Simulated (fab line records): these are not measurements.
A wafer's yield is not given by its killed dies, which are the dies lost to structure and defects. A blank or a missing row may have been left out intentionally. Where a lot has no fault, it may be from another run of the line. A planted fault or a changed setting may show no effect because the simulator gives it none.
fab line records	flow rit-cmos
record lots=7	wafers=21	last-day=7
route steps=202 shown M1@188
lots with no fault: from the same line, run without faults
start-h: hours from the record's first day to the start of the lot's first wafer shown	wait-h: hours elapsed since this lot's preceding step	" identical to the entry in the row above	L1.1+2: a row that stands for several wafers	- either no value or no given start	* or withheld: withheld	< > ~ a bound
route shown NAME@n: NAME is a module with steps in the file, n the number in the route of the first one	usual: mean/standard deviation of fault-free wafers	same: alike in all rows	chamber/n: place in a boat	sites: readings site by site	_std_site: standard deviation of those values	_edge_site: outer sites' mean less inner sites'	radius-mm: how far each site lies from the wafer's centre	mask NAME#n: copy n	behind: tool/chamber where the wafer was last shaped	hold: what put the lot on hold/how long, in hours/how the hold closed	device: the transistor (n, p or np) that didn't switch	end of line: the same wafers' tests at the end of the route	step lacking rows: just its recipe	killed: at the first sort, the dies lost to defects and structure; wafer yield is something else	map: a wafer's dies, x killed, . not, _ none there
set.NAME: setting as actually run; set.NAME@STEP: the setting as run at that earlier step	model.NAME: the simulator's own value behind a step, which no gauge read
lots seen at some steps along the route; tables by step, rows by wafer
services: when a tool's chamber went out of use (start-h, in hours from the record's first day, below 0 if earlier), for how many hours, and the reason
## steps
# step RIT_M1_COAT_04
# recipe resist=NOVOLAK	spin-rpm=2000	resist-thk-nm=1300
# step RIT_M1_SOFTBAKE_05
# recipe resist=NOVOLAK	temp-c=90	time-s=60
# step RIT_M1_EXPOSE_06
# recipe mask-id=M12	na=0.6	source-shape=conventional	sigma-outer=0.5	target-cd-nm=2600	dose-mj=250
# step RIT_M1_PEB_07
# recipe resist=NOVOLAK	temp-c=withheld	time-s=withheld
# step RIT_M1_DEVELOP_08
# recipe resist=NOVOLAK	develop-time-s=68	dev-temp-c=23
# step RIT_M1_CD_MEAS_09
# recipe target-cd-nm=2600
# usual cd-nm=2601.6/2.4
lot.wafer	tool	chamber	start-h	wait-h	cd-nm
L335.1	cd-sem-02	-	60.77	-	2600.8
L335.2	"	-	"	"	2601.8
L335.3	"	-	"	"	2602.6
L340.3	cd-sem-02	-	85.43	-	2598.9
L340.5	"	-	"	"	2599.4
L340.6	"	-	"	"	2599.7
L341.1	cd-sem-01	-	91.69	-	2599.5
L341.2	"	-	"	"	2599.0
L341.4	"	-	"	"	2600.2
L342.1	cd-sem-01	-	98.63	-	2598.3
L342.2	"	-	"	"	2599.2
L342.4	"	-	"	"	2601.6
L343.1	cd-sem-02	-	102.59	-	2601.1
L343.3	"	-	"	"	2601.8
L343.5	"	-	"	"	2601.5
L356.1	cd-sem-02	-	163.14	-	2603.4
L356.3	"	-	"	"	2601.4
L356.4	"	-	"	"	2604.6
L357.2	cd-sem-01	-	167.43	-	2599.6
L357.4	"	-	"	"	2600.6
L357.5	"	-	"	"	2601.1
# step RIT_M1_OVL_MEAS_10
# usual M1_OVL=-0.5/1.5
lot.wafer	tool	chamber	start-h	wait-h	M1_OVL[nm]
L335.1	overlay-01	-	60.89	0.1	-0.6
L335.2	"	-	"	"	-0.6
L335.3	"	-	"	"	-1.3
L340.3	overlay-01	-	85.52	0.1	0.7
L340.5	"	-	"	"	-0.6
L340.6	"	-	"	"	0.6
L341.1	overlay-02	-	91.81	0.1	1.1
L341.2	"	-	"	"	-0.2
L341.4	"	-	"	"	0.0
L342.1	overlay-02	-	98.75	0.1	-1.1
L342.2	"	-	"	"	0.3
L342.4	"	-	"	"	-1.8
L343.1	overlay-01	-	102.71	0.1	-0.4
L343.3	"	-	"	"	-1.7
L343.5	"	-	"	"	-3.9
L356.1	overlay-02	-	163.26	0.1	1.3
L356.3	"	-	"	"	1.7
L356.4	"	-	"	"	1.1
L357.2	overlay-02	-	167.54	0.1	0.0
L357.4	"	-	"	"	0.0
L357.5	"	-	"	"	-0.5
# step RIT_M1_HARDBAKE_11
# recipe resist=NOVOLAK	temp-c=140	time-s=120
# step RIT_M1_METAL_ETCH_12
# recipe stop-on=SiO2	chemistry=Cl2/BCl3	target=Al	time-s=165	over-etch-frac=0.5	pressure-mtorr=100	target-depth-a=6000	rf-w=250	Cl2_flow_sccm=60	bcl3-flow-sccm=50
# usual drypump-motor-current-A=5.72/0.19	oes-product-au=0.777/0.01	throttle-valve-pct=8.28/0.11
lot.wafer	tool	chamber	start-h	wait-h	drypump-motor-current-A	oes-product-au	rf-hours-counter-h	throttle-valve-pct
L335.1	rie-metal-02	1	61.18	0.2	5.44	0.771	37	8.30
L335.2	"	0	"	"	5.48	0.786	35	8.37
L335.3	"	0	"	"	5.49	0.787	-	8.37
L340.3	rie-metal-03	1	85.85	0.2	5.75	0.795	-	8.29
L340.5	"	1	"	"	5.75	0.784	-	8.30
L340.6	"	0	"	"	6.05	0.770	-	8.46
L341.1	rie-metal-02	0	92.10	0.2	5.51	0.778	35	8.37
L341.2	"	1	"	"	5.46	0.784	38	8.29
L341.4	"	1	"	"	5.46	0.779	-	8.30
L342.1	rie-metal-01	1	99.03	0.2	5.72	0.788	1	8.15
L342.2	"	0	"	"	5.84	0.772	1	8.15
L342.4	"	1	"	"	5.70	0.777	-	8.14
L343.1	rie-metal-03	0	103.12	0.2	6.00	0.774	4	8.46
L343.3	"	0	"	"	5.99	0.768	-	8.46
L343.5	"	1	"	"	5.75	0.787	-	8.30
L356.1	rie-metal-03	0	163.55	0.2	6.00	0.776	5	8.46
L356.3	"	1	"	"	5.74	0.793	-	8.30
L356.4	"	0	"	"	6.02	0.770	-	8.43
L357.2	rie-metal-01	0	167.82	0.2	5.83	0.776	2	8.15
L357.4	"	0	"	"	5.83	0.784	-	8.15
L357.5	"	1	"	"	5.70	0.776	-	8.15
# step RIT_M1_STRIP_13
# recipe chemistry=nmp	resist=NOVOLAK	temp-c=80	time-s=600	dry=n2-spin
# step RIT_M1_STRIP_14
# recipe chemistry=O2	time-s=180	platen-temp-c=withheld	power-w=500	pressure-mtorr=4000	o2-flow-sccm=4000
# usual drypump-motor-current-A=5.1/0.34	rf-refl-power-W=7.9/1
lot.wafer	tool	chamber	start-h	wait-h	drypump-motor-current-A	rf-hours-counter-h	rf-refl-power-W
L335.1	plasma-asher-04	0	61.51	0.0	4.8	48	9.3
L335.2	"	1	"	"	5.2	48	8.1
L335.3	"	1	"	"	5.2	-	8.1
L340.3	plasma-asher-04	1	86.19	0.1	5.2	-	7.3
L340.5	"	0	"	"	4.8	-	9.4
L340.6	"	1	"	"	5.2	-	7.8
L341.1	plasma-asher-04	1	92.45	0.0	5.1	52	7.5
L341.2	"	0	"	"	4.8	52	9.2
L341.4	"	1	"	"	5.2	-	7.5
L342.1	plasma-asher-04	0	99.39	0.0	4.8	52	9.3
L342.2	"	1	"	"	5.2	52	7.8
L342.4	"	0	"	"	4.8	-	9.4
L343.1	plasma-asher-04	1	103.46	0.0	5.2	53	7.8
L343.3	"	0	"	"	4.8	-	9.3
L343.5	"	0	"	"	4.8	-	9.5
L356.1	plasma-asher-04	1	163.89	0.0	5.2	61	7.5
L356.3	"	1	"	"	5.2	-	7.4
L356.4	"	0	"	"	4.8	-	9.3
L357.2	plasma-asher-03	1	168.15	0.0	5.4	56	6.5
L357.4	"	1	"	"	5.4	-	6.6
L357.5	"	1	"	"	5.4	-	6.7
# step RIT_M1_CD_MEAS_90
# recipe target-cd-nm=2600
# usual cd-nm=2601/3
lot.wafer	tool	chamber	start-h	wait-h	cd-nm
L335.1	cd-sem-01	-	61.69	0.1	2601
L335.2	"	-	"	"	2601
L335.3	"	-	"	"	2602
L340.3	cd-sem-02	-	86.34	0.1	2596
L340.5	"	-	"	"	2596
L340.6	"	-	"	"	2595
L341.1	cd-sem-02	-	92.63	0.1	2599
L341.2	"	-	"	"	2599
L341.4	"	-	"	"	2601
L342.1	cd-sem-01	-	99.56	0.1	2598
L342.2	"	-	"	"	2601
L342.4	"	-	"	"	2602
L343.1	cd-sem-02	-	103.63	0.1	2599
L343.3	"	-	"	"	2599
L343.5	"	-	"	"	2600
L356.1	cd-sem-01	-	164.06	0.1	2602
L356.3	"	-	"	"	2599
L356.4	"	-	"	"	2600
L357.2	cd-sem-01	-	168.35	0.1	2599
L357.4	"	-	"	"	2599
L357.5	"	-	"	"	2600
# step RIT_M1_ANNEAL_15
# recipe temp-c=450	time-s=1800	ambient=forming_gas_H2N2
# usual spike-tc-centre-C=454.2/0.95	spike-tc-load-C=464.1/1.1	spike-tc-source-C=461.7/0.96	tube-center-temp-C=450/0.04	tube_center_temp_C_max=451.15/0.19	zone-power-centre-pct=19.53/0.21	zone-power-load-pct=6.20/0.065	zone-power-source-pct=6.22/0.059
lot.wafer	tool	chamber	start-h	wait-h	spike-tc-centre-C	spike-tc-load-C	spike-tc-source-C	tube-center-temp-C	tube_center_temp_C_max	zone-power-centre-pct	zone-power-load-pct	zone-power-source-pct
L335.1	furnace-02	0	61.81	0.1	455.6	463.5	461.7	449.97	451.21	19.55	6.31	6.16
L335.2	"	0	"	"	452.1	463.1	462.3	450.02	451.02	19.50	6.24	6.26
L335.3	"	0	"	"	455.0	464.1	460.2	450.02	451.11	19.45	6.23	6.23
L340.3	furnace-02	0	86.42	0.1	452.6	464.1	461.7	450.05	451.30	19.75	6.14	6.21
L340.5	"	0	"	"	453.0	463.2	461.9	450.01	451.09	19.89	6.14	6.25
L340.6	"	0	"	"	455.0	466.2	460.5	449.99	451.04	19.17	6.22	6.31
L341.1	furnace-02	0	92.75	0.1	394.9	404.5	398.3	390.01	391.30	16.37	4.89	4.88
L341.2	"	0	"	"	393.6	401.3	400.7	390.01	391.57	16.34	4.87	4.85
L341.4	"	0	"	"	394.3	403.1	399.7	390.05	391.37	16.85	4.85	4.92
L342.1	furnace-02	0	99.68	0.1	393.5	402.5	400.5	389.94	391.05	17.00	4.95	5.01
L342.2	"	0	"	"	395.0	403.9	401.1	389.98	391.08	16.41	4.91	4.88
L342.4	"	0	"	"	393.0	402.5	399.7	390.07	391.42	16.46	5.01	4.82
L343.1	furnace-02	0	103.75	0.1	395.5	404.8	400.5	390	391.02	16.83	4.89	5.01
L343.3	"	0	"	"	394.0	402.1	400.9	390.07	391.25	16.74	4.89	4.93
L343.5	"	0	"	"	394.4	402.7	400.7	390.03	391.25	16.58	4.84	4.93
L356.1	furnace-02	0	164.18	0.1	454.9	464.0	461.0	449.99	450.85	19.67	6.10	6.24
L356.3	"	0	"	"	454.1	465.6	462.2	450.04	451.02	19.63	6.19	6.28
L356.4	"	0	"	"	454.1	463.4	461.9	449.99	451.27	19.84	6.06	6.34
L357.2	furnace-02	0	168.45	0.1	453.9	462.4	460.3	450.03	451.18	19.47	5.99	6.34
L357.4	"	0	"	"	453.6	464.7	460.7	449.94	451.07	19.72	6.24	6.18
L357.5	"	0	"	"	454.3	464.2	461.5	449.98	451.04	19.49	6.24	6.22
# step RIT_M1_BOW_MEAS_16
# recipe mode=bow
# usual M1_BOW=17/7.1
lot.wafer	tool	chamber	start-h	wait-h	M1_BOW[um]
L335.1	film-metro-01	-	63.31	0.0	30
L335.2	"	-	"	"	17
L335.3	"	-	"	"	19
L340.3	film-metro-03	-	87.96	0.0	28
L340.5	"	-	"	"	22
L340.6	"	-	"	"	22
L341.1	film-metro-02	-	94.25	0.0	7
L341.2	"	-	"	"	14
L341.4	"	-	"	"	12
L342.1	film-metro-03	-	101.18	0.0	25
L342.2	"	-	"	"	8
L342.4	"	-	"	"	23
L343.1	film-metro-03	-	105.25	0.0	7
L343.3	"	-	"	"	6
L343.5	"	-	"	"	20
L356.1	film-metro-03	-	165.68	0.0	8
L356.3	"	-	"	"	13
L356.4	"	-	"	"	10
L357.2	film-metro-03	-	169.97	0.0	30
L357.4	"	-	"	"	17
L357.5	"	-	"	"	8
# step RIT_M1_PROBE_99
# usual defect-limited-yield=97.5/1.1	killed-at-front-end=6.6/3	killed-dies=6.6/3	killed-open=3.4/2	killed-short=3.2/2	sort_bin_3_pad_short=0.1/0.2	sort_bin_5_function=1.4/0.83	sort_bin_6_memory=1.0/0.63	sort-n-pass=257.4/3	sort-yield-pct=97.5/1.1
# same gross-dies=264	killed_at_M0_to_M3=0	killed_at_M4_up=0	killed-at-back-side=0	killed-at-contacts=0	killed-at-other=0
lot.wafer	tool	chamber	start-h	wait-h	defect-limited-yield[%]	killed-at-front-end	killed-dies	killed-open	killed-short	sort_bin_3_pad_short[%]	sort_bin_5_function[%]	sort_bin_6_memory[%]	sort-n-pass	sort-yield-pct[%]	model.etest.contact-nplus.rc-ohm	model.etest.contact-pplus.rc-ohm	model.etest.contact-ppoly.rc-ohm	model.etest.contact-npoly.rc-ohm	model.etest.nmos_0p15.junction-log10-a-um	model.etest.nmos-narrow.off-log10-a-um
L335.1	prober-01	-	63.43	0.1	97.3	7	7	1	5	0.4	1.1	1.1	257.0	97.3	1.335	1.318	1.39	1.395	-13.45	-13.11
L335.2	prober-01	-	63.48	0.1	97.3	7	7	2	4	0	2.3	0.4	257.0	97.3	1.346	1.351	1.406	1.371	-13.67	-13.22
L335.3	prober-01	-	63.53	0.2	95.8	11	11	4	7	0.4	2.7	1.1	253.0	95.8	1.357	1.366	1.387	1.384	-13.68	-13.19
L340.3	prober-02	-	88.14	0.2	98.1	5	5	2	3	0.4	0	1.5	259.0	98.1	1.417	1.375	1.37	1.397	-13.46	-13.23
L340.5	prober-02	-	88.24	0.2	98.1	5	5	2	3	0	0.4	1.5	259.0	98.1	1.37	1.397	1.393	1.392	-13.68	-13.3
L340.6	prober-02	-	88.29	0.2	98.5	4	4	4	0	0	1.1	0.4	260.0	98.5	1.397	1.419	1.459	1.394	-13.69	-13.18
L341.1	prober-01	-	94.37	0.1	98.5	4	4	2	2	0	0.8	0.8	260.0	98.5	2.724	2.662	2.759	2.685	-13.78	-13.44
L341.2	prober-01	-	94.42	0.1	97.7	6	6	2	4	0.4	0.8	1.1	258.0	97.7	2.731	2.639	2.618	2.752	-13.95	-13.44
L341.4	prober-01	-	94.52	0.2	98.1	5	5	2	3	0	1.1	0.8	259.0	98.1	2.629	2.684	2.733	2.656	-13.65	-13.36
L342.1	prober-02	-	101.30	0.1	97.3	7	7	6	1	0	1.9	0.8	257.0	97.3	2.655	2.767	2.734	2.737	-13.81	-13.21
L342.2	prober-02	-	101.35	0.1	97.0	8	8	3	5	0	2.3	0.8	256.0	97.0	2.814	2.667	2.703	2.697	-13.76	-13.28
L342.4	prober-02	-	101.45	0.2	99.6	1	1	1	0	0	0	0.4	263.0	99.6	2.706	2.737	2.685	2.669	-13.69	-13.25
L343.1	prober-01	-	105.37	0.1	97.7	6	6	3	3	0	1.1	1.1	258.0	97.7	2.614	2.67	2.634	2.627	-13.84	-13.44
L343.3	prober-01	-	105.47	0.2	97.3	7	7	6	1	0	1.5	1.1	257.0	97.3	2.716	2.671	2.639	2.675	-13.88	-13.49
L343.5	prober-01	-	105.57	0.2	98.5	4	4	2	2	0	0.8	0.8	260.0	98.5	2.743	2.794	2.754	2.742	-13.83	-13.4
L356.1	prober-01	-	165.80	0.1	98.9	3	3	2	0	0	0.8	0.4	261.0	98.9	1.413	1.366	1.346	1.392	-13.61	-13.19
L356.3	prober-01	-	165.90	0.2	98.9	3	3	0	2	0	1.1	0	261.0	98.9	1.381	1.342	1.42	1.396	-13.47	-13.2
L356.4	prober-01	-	165.95	0.2	99.6	1	1	1	0	0	0.4	0	263.0	99.6	1.426	1.432	1.388	1.453	-13.54	-13.36
L357.2	prober-02	-	170.12	0.1	96.6	9	9	3	6	0.4	1.5	1.5	255.0	96.6	1.379	1.358	1.352	1.378	-13.64	-13.32
L357.4	prober-02	-	170.22	0.2	97.7	6	6	4	2	0	0.4	1.9	258.0	97.7	1.363	1.396	1.367	1.393	-13.82	-13.2
L357.5	prober-02	-	170.27	0.2	97.0	8	8	3	5	0	1.9	1.1	256.0	97.0	1.46	1.407	1.427	1.354	-13.44	-13.15
# killed by level:class
L335.1 GATE:geometric-particle:short=2 REOX:geometric-particle:short=2 REOX:geometric-particle:open=1 SILICIDE:geometric-particle:short=1 NWELL:coat-microbubble-printed=1
L335.2 REOX:geometric-particle:short=3 FOX1:geometric-particle:open=1 GATE:geometric-particle:open=1 SILICIDE:geometric-particle:short=1 PWELL:coat-microbubble-printed=1
L335.3 REOX:geometric-particle:open=3 FOX1:geometric-particle:short=2 GATE:geometric-particle:short=2 SPACER:geometric-particle:short=1 GATE:geometric-particle:open=1 REOX:geometric-particle:short=1 SILICIDE:geometric-particle:short=1
L340.3 GATE:geometric-particle:open=1 GATE:geometric-particle:short=1 REOX:geometric-particle:short=1 SPACER:geometric-particle:short=1 SPACER:geometric-particle:open=1
L340.5 GATE:geometric-particle:short=3 FOX1:geometric-particle:open=1 FOX2:geometric-particle:open=1
L340.6 FOX1:geometric-particle:open=1 GATE:geometric-particle:open=1 REOX:geometric-particle:open=1 SILICIDE:geometric-particle:open=1
L341.1 FOX1:geometric-particle:short=1 GATE:geometric-particle:short=1 SPACER:geometric-particle:open=1 SILICIDE:geometric-particle:open=1
L341.2 ACTIVE:geometric-particle:short=1 FOX2:geometric-particle:open=1 GATE:geometric-particle:short=1 REOX:geometric-particle:short=1 SPACER:geometric-particle:open=1 SILICIDE:geometric-particle:short=1
L341.4 FOX2:geometric-particle:short=1 GATE:geometric-particle:short=1 GATE:geometric-particle:open=1 REOX:geometric-particle:short=1 SILICIDE:geometric-particle:open=1
L342.1 GATE:geometric-particle:open=2 SPACER:geometric-particle:open=2 FOX1:geometric-particle:open=1 FOX2:geometric-particle:open=1 GATE:geometric-particle:short=1
L342.2 GATE:geometric-particle:short=2 FOX1:geometric-particle:open=1 FOX1:geometric-particle:short=1 FOX2:geometric-particle:short=1 GATE:geometric-particle:open=1 REOX:geometric-particle:short=1 SPACER:geometric-particle:open=1
L342.4 SILICIDE:geometric-particle:open=1
L343.1 FOX1:geometric-particle:open=1 GATE:geometric-particle:open=1 GATE:geometric-particle:short=1 REOX:geometric-particle:short=1 SPACER:geometric-particle:open=1 SILICIDE:geometric-particle:short=1
L343.3 FOX1:geometric-particle:open=2 REOX:geometric-particle:open=2 GATE:geometric-particle:open=1 SPACER:geometric-particle:open=1 SILICIDE:geometric-particle:short=1
L343.5 FOX2:geometric-particle:open=2 FOX1:geometric-particle:short=1 GATE:geometric-particle:short=1
L356.1 GATE:geometric-particle:open=1 SPACER:geometric-particle:open=1 NSD:coat-microbubble-printed=1
L356.3 REOX:geometric-particle:short=1 SILICIDE:geometric-particle:short=1 NSD:coat-microbubble-printed=1
L356.4 GATE:geometric-particle:open=1
L357.2 GATE:geometric-particle:short=3 GATE:geometric-particle:open=2 FOX1:geometric-particle:open=1 FOX1:geometric-particle:short=1 FOX2:geometric-particle:short=1 SPACER:geometric-particle:short=1
L357.4 GATE:geometric-particle:open=2 SILICIDE:geometric-particle:open=2 SPACER:geometric-particle:short=1 SILICIDE:geometric-particle:short=1
L357.5 GATE:geometric-particle:short=3 SPACER:geometric-particle:open=2 FOX1:geometric-particle:short=1 GATE:geometric-particle:open=1 SILICIDE:geometric-particle:short=1
## services
tool	chamber	start-h	hours	kind
rie-metal-03	1	72.47	10.2	repair
rie-metal-03	1	89.08	3.9	repair
rie-metal-01	-	116.21	2.8	pm
rie-metal-01	0	119.54	12.1	repair
rie-metal-02	-	136.12	20.0	pm
rie-metal-02	0	136.12	20.0	vent-cycle
rie-metal-02	1	136.12	20.0	vent-cycle
plasma-asher-03	-	141.43	21.2	repair
rie-metal-02	0	156.12	-	clean
rie-metal-02	1	156.12	-	clean
## key
first-sign step=RIT_M1_ANNEAL_15	reading=tube-center-temp-C	direction=down	sigmas=99+	usual=*	struck=*
effect step=RIT_M1_ANNEAL_15	reading=tube_center_temp_C_max	direction=down	sigmas=99+	usual=*	struck=*
model-effect step=RIT_M1_PROBE_99	value=etest.contact-nplus.rc-ohm	without=1.379	struck=2.704
met-at RIT_M1_ANNEAL_15
struck-wafers L341.1,L341.2,L341.4,L342.1,L342.2,L342.4,L343.1,L343.3,L343.5
onset-between 86.42 92.75
fault kind=process-parameter-drift	tool=furnace-02	chamber=-	onset-h=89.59	steps=RIT_M1_ANNEAL_15	channel=temp-c	offset=*	shape=step	end-h=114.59	stated=*
